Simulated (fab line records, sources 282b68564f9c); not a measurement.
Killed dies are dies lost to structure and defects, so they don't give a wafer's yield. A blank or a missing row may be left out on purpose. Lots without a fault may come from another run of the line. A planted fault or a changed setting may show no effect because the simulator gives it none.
Tool commonality check | flow rit_cmos | 16 lots, 48 wafers sampled

WHY IT WAS OPENED
At RIT_PRETRO_OVL_MEAS_06 the reading PRETRO_OVL is flagged on 4 of 16 lots. Wafers without a fault read 0.2 nm, standard deviation 1.4.
Rule: a lot is flagged when every wafer of it that has a number lies more than 4 standard deviations from that mean, or none has a number. The other lots count as sound.

lot  | measured    | on         | PRETRO_OVL (nm), wafer by wafer | flag
L159 | day 2 08:11 | overlay-02 | -1.3 -1.5 -2.3                  |
L160 | day 2 14:31 | overlay-01 | -1.1 -2.2 -0.7                  |
L161 | day 2 18:40 | overlay-01 | 1.6 1.7 -0.2                    |
L162 | day 2 22:28 | overlay-02 | 1.1 2.6 2.7                     |
L164 | day 3 07:58 | overlay-01 | -1.7 -0.1 0.7                   |
L165 | day 3 15:53 | overlay-01 | 1.2 1.9 -0.5                    |
L167 | day 4 02:56 | overlay-02 | -0.5 -0.5 0.0                   |
L168 | day 4 05:59 | overlay-02 | 1.8 0.7 1.3                     |
L169 | day 4 10:12 | overlay-02 | 131.7 131.9 131.5               | FLAGGED
L170 | day 4 18:08 | overlay-02 | 128.2 128.3 129.5               | FLAGGED
L173 | day 5 07:03 | overlay-02 | 130.9 131.0 129.9               | FLAGGED
L175 | day 5 19:56 | overlay-02 | 130.6 130.5 131.2               | FLAGGED
L177 | day 6 01:51 | overlay-01 | 0.7 -0.3 -0.1                   |
L179 | day 6 13:20 | overlay-01 | -1.9 -1.2 -0.9                  |
L180 | day 6 17:00 | overlay-01 | 1.8 0.2 0.9                     |
L182 | day 7 01:22 | overlay-01 | 1.7 0.8 0.6                     |
The numbers of the flagged lots are 130.4 nm on average: +130.2 nm against the usual, or +93 standard deviations.

WHICH TOOL RAN EACH LOT
The record holds 1 process step before the reading, out of a route of 202 steps. In each cell: the tool, then ch and the chambers that the sampled wafers went through, then the start.
lot  | flag    | RIT_PRETRO_EXPOSE_03
L159 |         | iline_stepper-01 ch 0, day 2 07:35
L160 |         | iline_stepper-01 ch 0, day 2 13:58
L161 |         | iline_stepper-02 ch 0, day 2 18:14
L162 |         | iline_stepper-01 ch 0, day 2 22:04
L164 |         | iline_stepper-02 ch 0, day 3 07:34
L165 |         | iline_stepper-02 ch 0, day 3 15:28
L167 |         | iline_stepper-02 ch 0, day 4 02:31
L168 |         | iline_stepper-01 ch 0, day 4 05:34
L169 | FLAGGED | iline_stepper-02 ch 0, day 4 09:46
L170 | FLAGGED | iline_stepper-02 ch 0, day 4 17:42
L173 | FLAGGED | iline_stepper-02 ch 0, day 5 06:40
L175 | FLAGGED | iline_stepper-02 ch 0, day 5 19:19
L177 |         | iline_stepper-01 ch 0, day 6 01:27
L179 |         | iline_stepper-01 ch 0, day 6 12:54
L180 |         | iline_stepper-01 ch 0, day 6 16:28
L182 |         | iline_stepper-01 ch 0, day 7 00:56
What these steps do:
- RIT_PRETRO_EXPOSE_03: exposes mask M5, target cd 43700 nm.
- RIT_PRETRO_OVL_MEAS_06

FLAGGED OVER TOTAL, TOOL BY TOOL (the gauges that took the reading come last)
step                   | tool             | lots run | flagged | share of the flagged lots | sound lots run after its first flagged lot
RIT_PRETRO_EXPOSE_03   | iline_stepper-01 | 8        | 0       | none                      | -
RIT_PRETRO_EXPOSE_03   | iline_stepper-02 | 8        | 4       | all                       | 0
RIT_PRETRO_OVL_MEAS_06 | overlay-01       | 8        | 0       | none                      | -
RIT_PRETRO_OVL_MEAS_06 | overlay-02       | 8        | 4       | all                       | 0

WHAT THE TABLE ALLOWS
2 rows of the table ran every flagged lot: iline_stepper-02 at RIT_PRETRO_EXPOSE_03, overlay-02 at RIT_PRETRO_OVL_MEAS_06.
- iline_stepper-02 at RIT_PRETRO_EXPOSE_03: 4 of its 8 lots flagged. Its last sound lot is L167 (day 4 02:31), its first flagged lot L169 (day 4 09:46): a fault that began between those two fits.
- overlay-02 at RIT_PRETRO_OVL_MEAS_06: 4 of its 8 lots flagged. Its last sound lot is L168 (day 4 05:59), its first flagged lot L169 (day 4 10:12): a fault that began between those two fits.
Counting lots can't tell these 2 tools apart, because each fits a fault that began at some hour. More lots, or a look at what each step does to the wafer, might.

WHAT THE SIMULATOR HAD PUT IN
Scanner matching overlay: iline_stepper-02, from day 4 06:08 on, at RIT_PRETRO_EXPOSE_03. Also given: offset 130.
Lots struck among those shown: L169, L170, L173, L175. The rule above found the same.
